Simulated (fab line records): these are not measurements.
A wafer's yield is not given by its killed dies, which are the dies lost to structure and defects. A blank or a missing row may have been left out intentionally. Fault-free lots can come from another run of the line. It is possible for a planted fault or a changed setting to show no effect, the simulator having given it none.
2 desks, one fault ; flow rit cmos ; each desk has only its own numbers; what lay behind them comes last

METROLOGY DESK
Means of the sampled wafers that have a number, per lot and without regard to the tool the lot ran on: this is what the gauges read. Any lot whose mean is over 4 standard deviations away from the usual mean is out of limits and marked OUT; that distance is given in the brackets.
Columns: A = GATE_OXIDE_THK at RIT_GATE_THK_MEAS_07, usual 3.04 nm
lot;first seen here;A
L474;day 2 17:22;3.01
L475;day 3 00:34;2.98
L476;day 3 04:38;3.09
L477;day 3 08:55;2.98
L478;day 3 16:51;3.09
L479;day 3 20:38;3.02
L480;day 3 23:11;3.15
L484;day 4 15:57;3.39 (+5.6) OUT
L486;day 5 05:35;3.37 (+5.2) OUT
L487;day 5 08:14;3.04
L488;day 5 11:19;3.09
L490;day 5 22:29;3.08
L493;day 6 12:32;2.98
L495;day 7 01:51;2.99
Per this desk, out of limits: L484, L486; the first was L484, day 4 15:57 (GATE_OXIDE_THK at RIT_GATE_THK_MEAS_07). In limits: L474, L475, L476, L477, L478, L479, L480, L487, L488, L490, L493, L495.

TOOL OWNER'S DESK, furnace-03
The tool's own readings at RIT_GATE_OXIDATION_05 (target thk 3 nm, ox time 270 s): means of the sampled wafers that have a number, for each lot that ran on this tool. Any lot whose mean is over 4 standard deviations away from the usual mean is out of limits and marked OUT; that distance is given in the brackets.
Columns: A = tube_center_temp_C_max at RIT_GATE_OXIDATION_05, usual 902.3; B = zone power centre pct at RIT_GATE_OXIDATION_05, usual 40.9 %; C = zone power source pct at RIT_GATE_OXIDATION_05, usual 27.4 %
lot;first seen here;A;B;C
L478;day 3 14:54;902.2;42.4;25.5
L479;day 3 18:47;902.2;42.3;25.9
L484;day 4 13:39;902.2;42.3;25.7
L486;day 5 03:41;902.4;42.3;25.6
This desk's verdict: no lot among the 4 shows anything out of limits.

ALL TOGETHER
L484, L486 would have let the metrology desk raise an alarm at day 4 15:57.
Nothing out of limits was seen by the tool owner's desk.
The tool owner's desk has L484, L486 on record, within its limits.
Every lot named ran RIT_GATE_OXIDATION_05 on furnace-03.

WHAT THE SIMULATOR HAD INSERTED
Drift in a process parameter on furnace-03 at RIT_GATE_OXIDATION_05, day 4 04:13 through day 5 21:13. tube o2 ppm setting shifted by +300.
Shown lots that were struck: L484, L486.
Hours from the fault's start to each desk's first reading out of limits: the metrology desk, 12.
